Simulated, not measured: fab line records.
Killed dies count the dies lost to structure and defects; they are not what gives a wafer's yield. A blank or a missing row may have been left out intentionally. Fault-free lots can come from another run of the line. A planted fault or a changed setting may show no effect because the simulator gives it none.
Problem report in the 8D (eight disciplines) form, filled by code | flow berkeleyCmos170 | the parts of the form that need people (team, actions taken, sign-off) are left out

1. WHAT WENT WRONG
Mean of oesProductAu at UCB170_GATE_ETCH_15: 0.743 a.u. across 9 wafers in 3 lots; on wafers with no fault it is 0.837 a.u. (standard deviation 0.01). That puts it -9.4 standard deviations away from the usual mean.
The step: etches poly-Si in HBr/Cl2, stops on SiO2, time 56.3 s, target depth 278.2 nm.
First observed at day 7 03:45: wafer L882.2, on rieSi-01. At this step, 21 wafers from 7 lots have a number in the record. Rule for "out" (also "out of limits"): further than 4 standard deviations from the usual mean. All remaining wafers that have a number are taken as sound.

2. WHAT IT IS, WHAT IT ISN'T
question                    | is                     | is not
which readings at this step | oesProductAu           | drypumpMotorCurrentA, throttleValvePct
which lots                  | L882, L884, L886       | L877, L879, L893, L898
which wafers of those lots  | all that have a number | -
read on which tools         | rieSi-01               | rieSi-02
when                        | from day 7 03:45       | up to then (6 sound wafers); but 6 sound wafers of L893, L898 came after

3. THE SUSPECTS, EACH WITH WHAT RULES IT OUT
Counting: any tool at a process step up to the reading is kept as a suspect provided that every lot that is out went through it and no sound lot did after the first of them.
- rieSi-01 at UCB170_GATE_ETCH_15 (etches poly-Si in HBr/Cl2, stops on SiO2, time 56.3 s, target depth 278.2 nm): ruled out as a lasting fault. Sound lots L898 ran on it after its first lot that is out, L882 (day 7 03:45).
Left after counting: nothing in the record.

4. THE CAUSE (what the simulator had put in)
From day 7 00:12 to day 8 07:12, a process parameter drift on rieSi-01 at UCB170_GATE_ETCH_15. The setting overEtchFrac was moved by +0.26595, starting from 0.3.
Counting ruled it out, wrongly.

5. THE EFFECT CHAIN, in route order
One row per reading whose mean, taken over the struck wafers that have a number, lies over 3 standard deviations from the usual. Only readings whose record carries a usual standard deviation are examined. hours: median over the lots of the time between each lot's start at the first step of this table that gives one and its start at this step. sigmas: the change, counted in usual standard deviations.
hours | step                | reading      | usual      | on struck wafers | change | sigmas
0     | UCB170_GATE_ETCH_15 | oesProductAu | 0.837 a.u. | 0.743            | -0.094 | -9.4
Its process steps:
- UCB170_GATE_ETCH_15: etches poly-Si in HBr/Cl2, stops on SiO2, time 56.3 s, target depth 278.2 nm.

6. HOW IT WOULD HAVE BEEN CAUGHT EARLIER
In this record no reading fell out of limits until day 7 03:45, 4 hours after the fault had begun at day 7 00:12.
